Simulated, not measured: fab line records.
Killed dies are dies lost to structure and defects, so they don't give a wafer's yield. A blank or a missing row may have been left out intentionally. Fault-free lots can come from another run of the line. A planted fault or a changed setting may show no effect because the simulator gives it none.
fab line records || flow rit-cmos
[record] {"lots": 15, "wafers": 45, "last-day": 7}
route steps=202 shown PWELL@40
lots untouched by any fault: they come from a run of this same line in which no faults occurred
start-h: hours from the record's first day to the start of the lot's first wafer shown || wait-h: hours elapsed since this lot's preceding step || " the same as in the row above || L1.1+2: one row covering several wafers at once || - either no value or no given start || * or withheld: withheld || < > ~ a bound
route shown NAME@n: NAME is a module with steps in the file, n the number in the route of the first one || usual: mean/standard deviation of fault-free wafers || same: alike in all rows || chamber/n: place in a boat || sites: per-site readings || _std_site: the standard deviation of these || _edge_site: inner sites' mean taken away from outer sites' mean || radius-mm: for every site, how far away it sits from the centre of the wafer || mask NAME#n: copy n || behind: the tool/chamber that last shaped the wafer || hold: why the lot was held/for how many hours/how that ended || device: the transistor (n, p or np) that didn't switch || end of line: tests of these same wafers at the route's end || step lacking rows: just its recipe || killed: count of dies lost to structure and defects at first sort (not the wafer's yield) || map: dies across one wafer; x = killed, . = not, _ = none there
set.NAME: the setting the step ran with; set.NAME@STEP: the setting that earlier step ran with || model.NAME: the simulator's own value behind a step, which no gauge read
route steps across a sampled set of lots; one table per step, one row per wafer
[[steps]]
[step RIT_PWELL_COAT_01]
[recipe] {"resist": "NOVOLAK", "spin-rpm": 2000, "resist-thk-nm": 1300}
[usual] {"chill-plate-temp-C": "23.01/0.093", "dispense-pressure-kPa": "49.5/1.4"}
{"lot.wafer": "L303.3", "tool": "litho-track-02", "chamber": 0, "start-h": 27.01, "wait-h": 0.1, "chill-plate-temp-C": 22.97, "dispense-pressure-kPa": 48.6}
{"lot.wafer": "L303.4", "tool": "litho-track-02", "chamber": 0, "start-h": 27.01, "wait-h": 0.1, "chill-plate-temp-C": 23.15, "dispense-pressure-kPa": 48.6}
{"lot.wafer": "L303.5", "tool": "litho-track-02", "chamber": 0, "start-h": 27.01, "wait-h": 0.1, "chill-plate-temp-C": 23.04, "dispense-pressure-kPa": 48.6}
{"lot.wafer": "L306.2", "tool": "litho-track-04", "chamber": 0, "start-h": 39.40, "wait-h": 0.1, "chill-plate-temp-C": 22.93, "dispense-pressure-kPa": 52.9}
{"lot.wafer": "L306.3", "tool": "litho-track-04", "chamber": 0, "start-h": 39.40, "wait-h": 0.1, "chill-plate-temp-C": 22.95, "dispense-pressure-kPa": 53.0}
{"lot.wafer": "L306.5", "tool": "litho-track-04", "chamber": 0, "start-h": 39.40, "wait-h": 0.1, "chill-plate-temp-C": 22.98, "dispense-pressure-kPa": 52.9}
{"lot.wafer": "L308.1", "tool": "litho-track-01", "chamber": 0, "start-h": 47.16, "wait-h": 0.1, "chill-plate-temp-C": 23.08, "dispense-pressure-kPa": 49.5}
{"lot.wafer": "L308.5", "tool": "litho-track-01", "chamber": 0, "start-h": 47.16, "wait-h": 0.1, "chill-plate-temp-C": 23.11, "dispense-pressure-kPa": 49.5}
{"lot.wafer": "L308.6", "tool": "litho-track-01", "chamber": 0, "start-h": 47.16, "wait-h": 0.1, "chill-plate-temp-C": 23.12, "dispense-pressure-kPa": 49.5}
{"lot.wafer": "L309.2", "tool": "litho-track-04", "chamber": "-", "start-h": 53.36, "wait-h": 0.1, "chill-plate-temp-C": "-", "dispense-pressure-kPa": "-"}
{"lot.wafer": "L309.3", "tool": "litho-track-04", "chamber": "-", "start-h": 53.36, "wait-h": 0.1, "chill-plate-temp-C": "-", "dispense-pressure-kPa": "-"}
{"lot.wafer": "L309.4", "tool": "litho-track-04", "chamber": "-", "start-h": 53.36, "wait-h": 0.1, "chill-plate-temp-C": "-", "dispense-pressure-kPa": "-"}
{"lot.wafer": "L310.2", "tool": "litho-track-02", "chamber": "-", "start-h": 58.05, "wait-h": 0.1, "chill-plate-temp-C": "-", "dispense-pressure-kPa": "-"}
{"lot.wafer": "L310.4", "tool": "litho-track-02", "chamber": "-", "start-h": 58.05, "wait-h": 0.1, "chill-plate-temp-C": "-", "dispense-pressure-kPa": "-"}
{"lot.wafer": "L310.5", "tool": "litho-track-02", "chamber": "-", "start-h": 58.05, "wait-h": 0.1, "chill-plate-temp-C": "-", "dispense-pressure-kPa": "-"}
{"lot.wafer": "L311.3", "tool": "litho-track-01", "chamber": "-", "start-h": 63.16, "wait-h": 0.1, "chill-plate-temp-C": "-", "dispense-pressure-kPa": "-"}
{"lot.wafer": "L311.4", "tool": "litho-track-01", "chamber": "-", "start-h": 63.16, "wait-h": 0.1, "chill-plate-temp-C": "-", "dispense-pressure-kPa": "-"}
{"lot.wafer": "L311.6", "tool": "litho-track-01", "chamber": "-", "start-h": 63.16, "wait-h": 0.1, "chill-plate-temp-C": "-", "dispense-pressure-kPa": "-"}
{"lot.wafer": "L316.1", "tool": "litho-track-01", "chamber": 0, "start-h": 88.36, "wait-h": 0.1, "chill-plate-temp-C": 23.00, "dispense-pressure-kPa": 49.4}
{"lot.wafer": "L316.2", "tool": "litho-track-01", "chamber": 0, "start-h": 88.36, "wait-h": 0.1, "chill-plate-temp-C": 23.00, "dispense-pressure-kPa": 49.4}
{"lot.wafer": "L316.5", "tool": "litho-track-01", "chamber": 0, "start-h": 88.36, "wait-h": 0.1, "chill-plate-temp-C": 22.96, "dispense-pressure-kPa": 49.4}
{"lot.wafer": "L317.3", "tool": "litho-track-01", "chamber": 0, "start-h": 93.21, "wait-h": 0.1, "chill-plate-temp-C": 23.21, "dispense-pressure-kPa": 49.4}
{"lot.wafer": "L317.4", "tool": "litho-track-01", "chamber": 0, "start-h": 93.21, "wait-h": 0.1, "chill-plate-temp-C": 23.07, "dispense-pressure-kPa": 49.5}
{"lot.wafer": "L317.6", "tool": "litho-track-01", "chamber": 0, "start-h": 93.21, "wait-h": 0.1, "chill-plate-temp-C": 22.98, "dispense-pressure-kPa": 49.5}
{"lot.wafer": "L318.1", "tool": "litho-track-02", "chamber": 0, "start-h": 98.41, "wait-h": 0.1, "chill-plate-temp-C": 22.84, "dispense-pressure-kPa": 48.6}
{"lot.wafer": "L318.3", "tool": "litho-track-02", "chamber": 0, "start-h": 98.41, "wait-h": 0.1, "chill-plate-temp-C": 22.95, "dispense-pressure-kPa": 48.6}
{"lot.wafer": "L318.5", "tool": "litho-track-02", "chamber": 0, "start-h": 98.41, "wait-h": 0.1, "chill-plate-temp-C": 22.89, "dispense-pressure-kPa": 48.6}
{"lot.wafer": "L320.1", "tool": "litho-track-02", "chamber": 0, "start-h": 106.23, "wait-h": 0.1, "chill-plate-temp-C": 23.02, "dispense-pressure-kPa": 48.7}
{"lot.wafer": "L320.2", "tool": "litho-track-02", "chamber": 0, "start-h": 106.23, "wait-h": 0.1, "chill-plate-temp-C": 22.97, "dispense-pressure-kPa": 48.6}
{"lot.wafer": "L320.3", "tool": "litho-track-02", "chamber": 0, "start-h": 106.23, "wait-h": 0.1, "chill-plate-temp-C": 23.02, "dispense-pressure-kPa": 48.6}
{"lot.wafer": "L321.1", "tool": "litho-track-02", "chamber": 0, "start-h": 111.33, "wait-h": 0.1, "chill-plate-temp-C": 23.02, "dispense-pressure-kPa": 48.6}
{"lot.wafer": "L321.5", "tool": "litho-track-02", "chamber": 0, "start-h": 111.33, "wait-h": 0.1, "chill-plate-temp-C": 22.91, "dispense-pressure-kPa": 48.6}
{"lot.wafer": "L321.6", "tool": "litho-track-02", "chamber": 0, "start-h": 111.33, "wait-h": 0.1, "chill-plate-temp-C": 23.03, "dispense-pressure-kPa": 48.6}
{"lot.wafer": "L322.2", "tool": "litho-track-02", "chamber": 0, "start-h": 116.75, "wait-h": 0.1, "chill-plate-temp-C": 22.98, "dispense-pressure-kPa": 48.6}
{"lot.wafer": "L322.4", "tool": "litho-track-02", "chamber": 0, "start-h": 116.75, "wait-h": 0.1, "chill-plate-temp-C": 23.06, "dispense-pressure-kPa": 48.7}
{"lot.wafer": "L322.6", "tool": "litho-track-02", "chamber": 0, "start-h": 116.75, "wait-h": 0.1, "chill-plate-temp-C": 23.26, "dispense-pressure-kPa": 48.6}
{"lot.wafer": "L324.1", "tool": "litho-track-02", "chamber": 0, "start-h": 126.96, "wait-h": 0.1, "chill-plate-temp-C": 23.06, "dispense-pressure-kPa": 48.6}
{"lot.wafer": "L324.3", "tool": "litho-track-02", "chamber": 0, "start-h": 126.96, "wait-h": 0.1, "chill-plate-temp-C": 23.02, "dispense-pressure-kPa": 48.6}
{"lot.wafer": "L324.4", "tool": "litho-track-02", "chamber": 0, "start-h": 126.96, "wait-h": 0.1, "chill-plate-temp-C": 23.13, "dispense-pressure-kPa": 48.6}
{"lot.wafer": "L325.2", "tool": "litho-track-01", "chamber": 0, "start-h": 131.54, "wait-h": 0.1, "chill-plate-temp-C": 23.12, "dispense-pressure-kPa": 49.4}
{"lot.wafer": "L325.3", "tool": "litho-track-01", "chamber": 0, "start-h": 131.54, "wait-h": 0.1, "chill-plate-temp-C": 23.15, "dispense-pressure-kPa": 49.4}
{"lot.wafer": "L325.4", "tool": "litho-track-01", "chamber": 0, "start-h": 131.54, "wait-h": 0.1, "chill-plate-temp-C": 23.00, "dispense-pressure-kPa": 49.5}
{"lot.wafer": "L326.1", "tool": "litho-track-01", "chamber": 0, "start-h": 136.03, "wait-h": 0.1, "chill-plate-temp-C": 23.07, "dispense-pressure-kPa": 49.4}
{"lot.wafer": "L326.2", "tool": "litho-track-01", "chamber": 0, "start-h": 136.03, "wait-h": 0.1, "chill-plate-temp-C": 23.00, "dispense-pressure-kPa": 49.5}
{"lot.wafer": "L326.3", "tool": "litho-track-01", "chamber": 0, "start-h": 136.03, "wait-h": 0.1, "chill-plate-temp-C": 22.91, "dispense-pressure-kPa": 49.5}
[step RIT_PWELL_OVL_MEAS_06]
[usual] {"PWELL_OVL": "0.5/1.5"}
{"lot.wafer": "L303.3", "tool": "overlay-02", "chamber": "-", "start-h": 27.97, "wait-h": "-", "PWELL_OVL[nm]": -1.0}
{"lot.wafer": "L303.4", "tool": "overlay-02", "chamber": "-", "start-h": 27.97, "wait-h": "-", "PWELL_OVL[nm]": 0.3}
{"lot.wafer": "L303.5", "tool": "overlay-02", "chamber": "-", "start-h": 27.97, "wait-h": "-", "PWELL_OVL[nm]": -1.9}
{"lot.wafer": "L306.2", "tool": "overlay-02", "chamber": "-", "start-h": 40.19, "wait-h": "-", "PWELL_OVL[nm]": 1.4}
{"lot.wafer": "L306.3", "tool": "overlay-02", "chamber": "-", "start-h": 40.19, "wait-h": "-", "PWELL_OVL[nm]": 1.2}
{"lot.wafer": "L306.5", "tool": "overlay-02", "chamber": "-", "start-h": 40.19, "wait-h": "-", "PWELL_OVL[nm]": 1.6}
{"lot.wafer": "L308.1", "tool": "overlay-02", "chamber": "-", "start-h": 48.05, "wait-h": "-", "PWELL_OVL[nm]": 3.7}
{"lot.wafer": "L308.5", "tool": "overlay-02", "chamber": "-", "start-h": 48.05, "wait-h": "-", "PWELL_OVL[nm]": 4.9}
{"lot.wafer": "L308.6", "tool": "overlay-02", "chamber": "-", "start-h": 48.05, "wait-h": "-", "PWELL_OVL[nm]": 3.4}
{"lot.wafer": "L309.2", "tool": "overlay-02", "chamber": "-", "start-h": 54.19, "wait-h": "-", "PWELL_OVL[nm]": "-"}
{"lot.wafer": "L309.3", "tool": "overlay-02", "chamber": "-", "start-h": 54.19, "wait-h": "-", "PWELL_OVL[nm]": "-"}
{"lot.wafer": "L309.4", "tool": "overlay-02", "chamber": "-", "start-h": 54.19, "wait-h": "-", "PWELL_OVL[nm]": "-"}
{"lot.wafer": "L310.2", "tool": "overlay-02", "chamber": "-", "start-h": 58.89, "wait-h": "-", "PWELL_OVL[nm]": "-"}
{"lot.wafer": "L310.4", "tool": "overlay-02", "chamber": "-", "start-h": 58.89, "wait-h": "-", "PWELL_OVL[nm]": "-"}
{"lot.wafer": "L310.5", "tool": "overlay-02", "chamber": "-", "start-h": 58.89, "wait-h": "-", "PWELL_OVL[nm]": "-"}
{"lot.wafer": "L311.3", "tool": "overlay-02", "chamber": "-", "start-h": 63.86, "wait-h": "-", "PWELL_OVL[nm]": "-"}
{"lot.wafer": "L311.4", "tool": "overlay-02", "chamber": "-", "start-h": 63.86, "wait-h": "-", "PWELL_OVL[nm]": "-"}
{"lot.wafer": "L311.6", "tool": "overlay-02", "chamber": "-", "start-h": 63.86, "wait-h": "-", "PWELL_OVL[nm]": "-"}
{"lot.wafer": "L316.1", "tool": "overlay-02", "chamber": "-", "start-h": 89.09, "wait-h": "-", "PWELL_OVL[nm]": 0.2}
{"lot.wafer": "L316.2", "tool": "overlay-02", "chamber": "-", "start-h": 89.09, "wait-h": "-", "PWELL_OVL[nm]": 0.9}
{"lot.wafer": "L316.5", "tool": "overlay-02", "chamber": "-", "start-h": 89.09, "wait-h": "-", "PWELL_OVL[nm]": 0.8}
{"lot.wafer": "L317.3", "tool": "overlay-01", "chamber": "-", "start-h": 93.91, "wait-h": "-", "PWELL_OVL[nm]": 1.9}
{"lot.wafer": "L317.4", "tool": "overlay-01", "chamber": "-", "start-h": 93.91, "wait-h": "-", "PWELL_OVL[nm]": 0.4}
{"lot.wafer": "L317.6", "tool": "overlay-01", "chamber": "-", "start-h": 93.91, "wait-h": "-", "PWELL_OVL[nm]": -0.6}
{"lot.wafer": "L318.1", "tool": "overlay-02", "chamber": "-", "start-h": 99.27, "wait-h": "-", "PWELL_OVL[nm]": 1.6}
{"lot.wafer": "L318.3", "tool": "overlay-02", "chamber": "-", "start-h": 99.27, "wait-h": "-", "PWELL_OVL[nm]": 3.2}
{"lot.wafer": "L318.5", "tool": "overlay-02", "chamber": "-", "start-h": 99.27, "wait-h": "-", "PWELL_OVL[nm]": 0.9}
{"lot.wafer": "L320.1", "tool": "overlay-02", "chamber": "-", "start-h": 106.96, "wait-h": "-", "PWELL_OVL[nm]": 1.0}
{"lot.wafer": "L320.2", "tool": "overlay-02", "chamber": "-", "start-h": 106.96, "wait-h": "-", "PWELL_OVL[nm]": 1.4}
{"lot.wafer": "L320.3", "tool": "overlay-02", "chamber": "-", "start-h": 106.96, "wait-h": "-", "PWELL_OVL[nm]": 2.1}
{"lot.wafer": "L321.1", "tool": "overlay-02", "chamber": "-", "start-h": 112.06, "wait-h": "-", "PWELL_OVL[nm]": 0.6}
{"lot.wafer": "L321.5", "tool": "overlay-02", "chamber": "-", "start-h": 112.06, "wait-h": "-", "PWELL_OVL[nm]": 1.7}
{"lot.wafer": "L321.6", "tool": "overlay-02", "chamber": "-", "start-h": 112.06, "wait-h": "-", "PWELL_OVL[nm]": 0.2}
{"lot.wafer": "L322.2", "tool": "overlay-02", "chamber": "-", "start-h": 117.58, "wait-h": "-", "PWELL_OVL[nm]": -0.9}
{"lot.wafer": "L322.4", "tool": "overlay-02", "chamber": "-", "start-h": 117.58, "wait-h": "-", "PWELL_OVL[nm]": 2.1}
{"lot.wafer": "L322.6", "tool": "overlay-02", "chamber": "-", "start-h": 117.58, "wait-h": "-", "PWELL_OVL[nm]": 0.3}
{"lot.wafer": "L324.1", "tool": "overlay-02", "chamber": "-", "start-h": 127.69, "wait-h": "-", "PWELL_OVL[nm]": 0.7}
{"lot.wafer": "L324.3", "tool": "overlay-02", "chamber": "-", "start-h": 127.69, "wait-h": "-", "PWELL_OVL[nm]": 0.7}
{"lot.wafer": "L324.4", "tool": "overlay-02", "chamber": "-", "start-h": 127.69, "wait-h": "-", "PWELL_OVL[nm]": 0.8}
{"lot.wafer": "L325.2", "tool": "overlay-01", "chamber": "-", "start-h": 132.26, "wait-h": "-", "PWELL_OVL[nm]": 0.7}
{"lot.wafer": "L325.3", "tool": "overlay-01", "chamber": "-", "start-h": 132.26, "wait-h": "-", "PWELL_OVL[nm]": 0.5}
{"lot.wafer": "L325.4", "tool": "overlay-01", "chamber": "-", "start-h": 132.26, "wait-h": "-", "PWELL_OVL[nm]": 0.5}
{"lot.wafer": "L326.1", "tool": "overlay-02", "chamber": "-", "start-h": 136.94, "wait-h": "-", "PWELL_OVL[nm]": 0.8}
{"lot.wafer": "L326.2", "tool": "overlay-02", "chamber": "-", "start-h": 136.94, "wait-h": "-", "PWELL_OVL[nm]": -1.5}
{"lot.wafer": "L326.3", "tool": "overlay-02", "chamber": "-", "start-h": 136.94, "wait-h": "-", "PWELL_OVL[nm]": -2.0}
[[key]]
[first-sign] {"step": "RIT_PWELL_COAT_01", "reading": "tool-record", "direction": "missing"}
[effect] {"step": "RIT_PWELL_OVL_MEAS_06", "reading": "PWELL_OVL", "direction": "missing"}
met-at RIT_PWELL_COAT_01
struck-lots L309,L310,L311
sort-left-out L309.2,L309.3,L309.4,L310.2,L310.4,L310.5,L311.3,L311.4,L311.6
tester-left-out L309,L310,L311
onset-between 47.16 53.36
[fault] {"kind": "skipped-step-whole", "tool": "litho-track-01,litho-track-02,litho-track-04", "chamber": "-", "onset-h": 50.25, "steps": "RIT_PWELL_COAT_01", "scope": "struck-lots-only"}
// tester-left-out: of these lots the tester's yield and bins aren't shown, on N5 and GAA mostly nor the transistor test; their killed dies are dies lost to structure and defects alone, not to doping, threshold or leakage, so they don't give the yield
// sort-left-out: the simulated sort isn't trusted on such a fault, so these wafers' sort isn't shown, and their yield isn't known
